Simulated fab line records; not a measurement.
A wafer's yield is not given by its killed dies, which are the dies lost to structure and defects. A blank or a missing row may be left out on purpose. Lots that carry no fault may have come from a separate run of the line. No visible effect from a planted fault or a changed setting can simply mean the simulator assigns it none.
Which tool is to blame? / flow rit cmos / route of 202 steps, sampled at 1 step: 14 lots, 42 wafers

WHAT THE GAUGES SHOWED, per wafer
The record holds no reading of a measuring or inspecting step that can be judged against a usual standard deviation.

WHAT TOOL EACH LOT RAN ON (gives the tool, then ch and the chambers of the sampled wafers, and finally the start)
lot=L528; RIT_NRETRO_COAT_01=litho track-02 ch 0, day 2 05:08
lot=L529; RIT_NRETRO_COAT_01=litho track-03 ch 0, day 2 14:19
lot=L530; RIT_NRETRO_COAT_01=litho track-02 ch 0, day 2 16:42
lot=L531; RIT_NRETRO_COAT_01=litho track-02 ch 0, day 2 20:43
lot=L532; RIT_NRETRO_COAT_01=litho track-03 ch 0, day 3 01:08
lot=L536; RIT_NRETRO_COAT_01=litho track-04 ch 0, day 3 21:18
lot=L538; RIT_NRETRO_COAT_01=litho track-03 ch 0, day 4 06:18
lot=L539; RIT_NRETRO_COAT_01=litho track-03 ch 0, day 4 13:34
lot=L543; RIT_NRETRO_COAT_01=litho track-04 ch 0, day 5 07:54
lot=L544; RIT_NRETRO_COAT_01=litho track-02 ch 0, day 5 12:12
lot=L545; RIT_NRETRO_COAT_01=litho track-04 ch 0, day 5 18:28
lot=L548; RIT_NRETRO_COAT_01=litho track-02 ch 0, day 6 09:08
lot=L550; RIT_NRETRO_COAT_01=litho track-04 ch 0, day 6 18:09
lot=L551; RIT_NRETRO_COAT_01=litho track-02 ch 0, day 7 00:05
- RIT_NRETRO_COAT_01: resist thk 1300 nm.

AS READ BY THE TOOLS THEMSELVES (means over the sampled wafers that have a number; for cases with no such wafer, the mark the record gives instead)
RIT_NRETRO_COAT_01. Usual: dispense pressure kPa 49.7 kPa, standard deviation 0.4; resist line temp C 22.98 C, standard deviation 0.11; spin speed rpm 1999.7 rpm, standard deviation 1.4.
lot=L528; tool=litho track-02; dispense pressure kPa (kPa)=50.2; resist line temp C (C)=22.92; spin speed rpm (rpm)=1999.7; flag=
lot=L529; tool=litho track-03; dispense pressure kPa (kPa)=49.3; resist line temp C (C)=23.06; spin speed rpm (rpm)=2000.7; flag=
lot=L530; tool=litho track-02; dispense pressure kPa (kPa)=50.2; resist line temp C (C)=22.90; spin speed rpm (rpm)=1999.4; flag=
lot=L531; tool=litho track-02; dispense pressure kPa (kPa)=50.2; resist line temp C (C)=23.09; spin speed rpm (rpm)=1998.9; flag=
lot=L532; tool=litho track-03; dispense pressure kPa (kPa)=49.2; resist line temp C (C)=23.03; spin speed rpm (rpm)=1997.7; flag=
lot=L536; tool=litho track-04; dispense pressure kPa (kPa)=49.5; resist line temp C (C)=22.92; spin speed rpm (rpm)=1997.6; flag=
lot=L538; tool=litho track-03; dispense pressure kPa (kPa)=49.3; resist line temp C (C)=23.03; spin speed rpm (rpm)=1921.3; flag=OFF
lot=L539; tool=litho track-03; dispense pressure kPa (kPa)=49.3; resist line temp C (C)=22.99; spin speed rpm (rpm)=1920.5; flag=OFF
lot=L543; tool=litho track-04; dispense pressure kPa (kPa)=49.5; resist line temp C (C)=22.94; spin speed rpm (rpm)=1998.5; flag=
lot=L544; tool=litho track-02; dispense pressure kPa (kPa)=50.2; resist line temp C (C)=23.10; spin speed rpm (rpm)=2000.0; flag=
lot=L545; tool=litho track-04; dispense pressure kPa (kPa)=49.5; resist line temp C (C)=23.02; spin speed rpm (rpm)=1999.7; flag=
lot=L548; tool=litho track-02; dispense pressure kPa (kPa)=50.2; resist line temp C (C)=22.98; spin speed rpm (rpm)=2000.4; flag=
lot=L550; tool=litho track-04; dispense pressure kPa (kPa)=49.5; resist line temp C (C)=22.94; spin speed rpm (rpm)=1999.7; flag=
lot=L551; tool=litho track-02; dispense pressure kPa (kPa)=50.2; resist line temp C (C)=22.95; spin speed rpm (rpm)=2001.0; flag=

THE ANSWER, worked out from the rows above alone
Rule: lot off if the mean of its wafers having a number is beyond 3 standard deviations from the usual mean. Also off: a lot with no number at a reading for which 4 or more lots have one. The other lots that the step has rows for count as sound. Order of review: gauges by route order, followed by the tools' own readings, for which a lot's mean as printed above is used. The first step at which some lot is off is used, and at that step the reading that is off furthest; a lot without a number counts as furthest.
Off, at RIT_NRETRO_COAT_01 on spin speed rpm: L538, L539.
If a tool, at that step or one of the process steps before it, ran each lot that is off and ran no sound lot following the first of them, it fits. One fits: litho track-03 at RIT_NRETRO_COAT_01. Its last sound lot is L532 (day 3 01:08), its first lot that is off L538 (day 4 06:18): a fault that began between those two fits.
On the lots that are off, the tool's own readings at RIT_NRETRO_COAT_01 differ by more than 5 times the standard deviation of the sound lots' means, which bears it out; spin speed rpm reads 1920.9 rpm there versus 1999.4 rpm on the sound lots.

WHAT HAD BEEN PUT IN BY THE SIMULATOR
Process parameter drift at RIT_NRETRO_COAT_01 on litho track-03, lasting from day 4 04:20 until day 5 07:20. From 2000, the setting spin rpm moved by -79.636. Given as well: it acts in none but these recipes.
Shown lots that were struck: L538, L539. The rule above reached the same finding.
